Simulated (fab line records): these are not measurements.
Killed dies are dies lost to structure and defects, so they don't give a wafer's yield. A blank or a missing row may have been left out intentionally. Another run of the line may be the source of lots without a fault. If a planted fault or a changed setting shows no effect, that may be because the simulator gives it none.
Problem report in the 8D (eight disciplines) form, filled by code	flow berkeley cmos170	the parts of the form that need people (team, actions taken, sign-off) are left out

1. WHAT IS WRONG
Mean M1_AL_RS at UCB170_M1_RS_MEAS_01: 0.0427 ohm/sq over 6 wafers in 2 lots; fault-free wafers: 0.0485 ohm/sq, standard deviation 0.00039. Measured from the usual mean, that is -15 standard deviations.
The step: measures by four-point-probe.
The first sign was on wafer L587.4 at day 10 11:14, on film metro-02. The record has a number at this step for 42 wafers belonging to 14 lots. By rule, "out" or "out of limits" means more than 4 standard deviations away from the usual mean. The other wafers with a number count as sound.

2. WHAT IT IS; WHAT IT IS NOT
question	is	is not
which readings at this step	M1_AL_RS	-
which lots	L587, L588	L571, L572, L573, L574, L576, L578, L580, L581, L589, L590, L592, L593
which wafers of those lots	all that have a number	-
read on which gauges	film metro-02, film metro-04	film metro-03
when	from day 10 11:14	up to then (24 sound wafers); but 12 sound wafers of L589, L590, L592, L593 came after

3. THE SUSPECTS, EACH WITH WHAT RULES IT OUT
Counting: a tool at a process step up to the reading stays a suspect if it ran every lot that is out and no sound lot after the first of them.
- the gauge at UCB170_M1_RS_MEAS_01 has been ruled out. Those wafers that are out were read across 2 gauges (film metro-02, film metro-04).
- pvd sputter-02 at UCB170_M1_SPUTTER_00 (material Al, target thk 600 nm, time 80 s): kept. It processed each lot that is out, first L587 at day 10 11:07, and no sound lot thereafter; up to then, the last sound lot it processed was L578 at day 8 12:11.
The count leaves pvd sputter-02 at UCB170_M1_SPUTTER_00.

4. THE CAUSE (what the simulator had put in)
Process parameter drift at UCB170_M1_SPUTTER_00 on pvd sputter-02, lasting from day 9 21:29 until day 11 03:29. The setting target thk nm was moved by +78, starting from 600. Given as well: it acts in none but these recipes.
This tool alone remained once counting was done.

5. THE EFFECT CHAIN, in route order
Each row: a reading whose mean over the struck wafers that have a number lies more than 3 standard deviations from the usual. Scope: only readings with a usual standard deviation given in the record; hours: median across lots of the time from each lot's start at the first step in this table that gives one to its start at this step; sigmas: change in usual standard deviations.
hours	step	reading	usual	on struck wafers	change	sigmas
0	UCB170_M1_RS_MEAS_01	M1_AL_RS	0.0485 ohm/sq	0.0427	-0.0058	-15
0	UCB170_M1_THK_MEAS_02	M1_AL_THK	586 nm	660	+74	+15
2	UCB170_M1_METAL_ETCH_12	oes product au	0.856 a.u.	0.922	+0.066	+10
Process steps it contains:
- UCB170_M1_METAL_ETCH_12: etches Al in Cl2/BCl3, stops on PSG, target depth 780 nm, time 130 s.
Later measuring or inspecting steps at which every struck wafer that the step has a row for has a number for every such reading, and none has moved that far: UCB170_V1_THK_MEAS_04, UCB170_V1_CD_MEAS_12.

6. HOW IT WOULD HAVE BEEN CAUGHT EARLIER
Counted from the fault's start at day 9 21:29, it took 14 hours until the first out-of-limits reading at a measuring or inspecting step in this record, taken at day 10 11:14.
No tool reading at UCB170_M1_SPUTTER_00 that has a usual standard deviation in the record was out on any struck wafer, so an alarm limit of 4 standard deviations on those readings would not have fired.
Among the 2 lots that are out, L588 began UCB170_M1_SPUTTER_00 on pvd sputter-02 after day 10 11:14. Putting the tool on hold at that point would have spared it.
